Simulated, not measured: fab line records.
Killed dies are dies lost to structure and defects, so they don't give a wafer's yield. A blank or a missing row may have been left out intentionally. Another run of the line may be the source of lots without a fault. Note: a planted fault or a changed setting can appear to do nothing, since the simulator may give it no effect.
A single fault, viewed from 2 desks ; flow berkeley cmos170 ; each desk holds nothing but its own numbers, with what lay behind them at the end

== FROM THE METROLOGY DESK ==
Means of the sampled wafers that have a number, per lot and without regard to the tool the lot ran on: this is what the gauges read. The brackets show how far a lot's mean lies from the usual mean; more than 4 standard deviations puts the lot out of limits, marked OUT.
Columns: A = PFIELD_OVL at UCB170_PFIELD_OVL_MEAS_06, usual 4 nm; B = PFIELD_TW at UCB170_PFIELD_TW_MEAS_09, usual 599; C = FIELD_OXIDE_THK at UCB170_FIELD_THK_MEAS_02, usual 561 nm; D = FIELD_OXIDE_LEFT_1_THK at UCB170_FIELD_THK_MEAS_90, usual 445 nm
lot;first seen here;A;B;C;D
L301;day 4 13:43;12;595;549;431
L308;day 6 00:34;1;600;557;441
L315;day 7 07:15;6;601;562;447
L316;day 7 16:25;5;600;565;450
L319;day 7 23:56;5;599;563;427
L324;day 8 20:59;6;594;559;422
Result from this desk: across the 6 lots, nothing is out of limits.

== DESK OF THE TOOL OWNER: wet bench-03 ==
The tool's own readings at UCB170_FIELD_WET_ETCH_05 (etches Si3N4 in H3PO4, time 12600 s): means of the sampled wafers that have a number, for each lot that ran on this tool. The brackets show how far a lot's mean lies from the usual mean; more than 4 standard deviations puts the lot out of limits, marked OUT.
Columns: A = run length s at UCB170_FIELD_WET_ETCH_05, usual 12628 s; B = temp c at UCB170_FIELD_WET_ETCH_05, usual 160.01 C
lot;first seen here;A;B
L308;day 6 10:22;12634;160.16
L316;day 8 01:37;12626;159.97
L319;day 8 09:28;20186 (+99 or more) OUT;160.20
L324;day 9 07:58;20194 (+99 or more) OUT;159.88
This desk finds L319, L324 out of limits, L319 being first, at day 8 09:28 (run length s at UCB170_FIELD_WET_ETCH_05). Within limits: L308, L316.

== BROUGHT TOGETHER ==
At day 8 09:28, on L319, L324, the tool owner's desk was in a position to raise an alarm.
The metrology desk saw nothing out of limits.
The metrology desk holds a record of L319, L324, inside its limits.
On wet bench-03, each named lot ran UCB170_FIELD_WET_ETCH_05.

== WHAT THE SIMULATOR HAD INSERTED ==
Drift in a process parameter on wet bench-03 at UCB170_FIELD_WET_ETCH_05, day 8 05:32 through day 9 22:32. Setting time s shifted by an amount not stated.
Struck lots among those shown: L319, L324.
Each desk's first reading out of limits, in hours after the fault started: the tool owner's desk, 4.
